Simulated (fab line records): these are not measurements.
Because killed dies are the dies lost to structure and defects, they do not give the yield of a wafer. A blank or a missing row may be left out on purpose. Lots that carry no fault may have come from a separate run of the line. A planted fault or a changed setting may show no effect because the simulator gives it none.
Lot-split experiment ; flow ritCmos ; on a route of 202 steps: 5 lots, 23 wafers read

## THE SPLIT
At RIT_PRETRO_IMPLANT_08, the setting energyKev was moved away from the recipe's 45 on 7 of the 23 wafers read, by -3.9% to +3.8%. All remaining wafers had this setting at the recipe value.

The split's own step is where the reading is taken.

## THE READING
The simulator's own value implant.drpNm, read by no gauge, in nm at RIT_PRETRO_IMPLANT_08. No usual value for it is given in the file.

wafer;tool, chamber at the split;energyKev as run;against the recipe;implant.drpNm, nm;against lot-mates on the recipe
L074.2;implanter-03, 0;45;recipe;55.07;-
L074.3;implanter-03, 0;45;recipe;55.07;-
L074.6;implanter-03, 0;45;recipe;55.07;-
L074.4;implanter-03, 0;43.26;-3.9%;53.79;-1.28
L074.5;implanter-03, 0;43.26;-3.9%;53.79;-1.28
L078.4;implanter-03, 0;45;recipe;55.07;-
L078.5;implanter-03, 0;45;recipe;55.07;-
L078.6;implanter-03, 0;45;recipe;55.07;-
L079.1;implanter-03, 0;45.97;+2.2%;55.77;+0.70
L079.2;implanter-03, 0;45.97;+2.2%;55.77;+0.70
L079.6;implanter-03, 0;45.97;+2.2%;55.77;+0.70
L079.3;implanter-03, 0;45;recipe;55.07;-
L079.4;implanter-03, 0;45;recipe;55.07;-
L080.1;implanter-01, 0;45;recipe;55.07;-
L080.2;implanter-01, 0;45;recipe;55.07;-
L080.3;implanter-01, 0;45;recipe;55.07;-
L080.4;implanter-01, 0;45;recipe;55.07;-
L080.5;implanter-01, 0;45;recipe;55.07;-
L083.1;implanter-04, 0;45;recipe;55.07;-
L083.2;implanter-04, 0;45;recipe;55.07;-
L083.4;implanter-04, 0;45;recipe;55.07;-
L083.3;implanter-04, 0;46.7;+3.8%;56.29;+1.22
L083.5;implanter-04, 0;46.7;+3.8%;56.29;+1.22

THE FIT
A straight line over all 23 wafers: implant.drpNm changes by +0.327 nm for each +1% of energyKev; r = +1.00; the points scatter about the line by 0.0061 nm.
The same after taking each lot's own level away (the mean of its wafers on the recipe; 23 wafers): +0.327 nm for each +1%; r = +1.00; scatter 0.0061 nm.
That fit puts the effect of the largest move of energyKev on the reading at 1.3 nm.
The lots' own levels span 55.070 to 55.070 nm.
Hence the lot-to-lot level has little effect on the slope; both slopes agree.
Check: for one of the wafers moved furthest among these (-3.9%), held out of the fit, the line's prediction against its lot-mates is -1.26 nm. Against them it came out at -1.28 nm.

## THESE WAFERS: OTHER SPLITS
Other splits were also applied to these wafers ahead of the reading. Each is held against what the fit with the lots' levels taken away leaves over:
other split on the same wafers;wafers away from the commonest value;r with implant.drpNm (lot level and that fit taken away)
RIT_FOX2_OXIDATION_00 oxTimeS;18;+0.38
RIT_NWELL_IMPLANT_08 doseCm2;6;-0.29
RIT_PWELL_COAT_01 resistThkNm;8;+0.10
RIT_PWELL_STRIP_09 o2FlowSccm;7;-0.03

## THE WHOLE CHAIN: every reading that the file lists as answering this split, in the file's order
step;what it does;reading;change (the file's fit);r (the file's)
RIT_PRETRO_IMPLANT_08;;implant.rpNm (the simulator's own value, which no gauge read);+1.37 nm for each +1% of the setting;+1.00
RIT_PRETRO_IMPLANT_08;;implant.drpNm (the simulator's own value, which no gauge read);+0.327 nm for each +1% of the setting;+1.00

## FILE'S OWN FIT
implant.drpNm changes by +0.327 nm for each +1% of energyKev, r = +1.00.
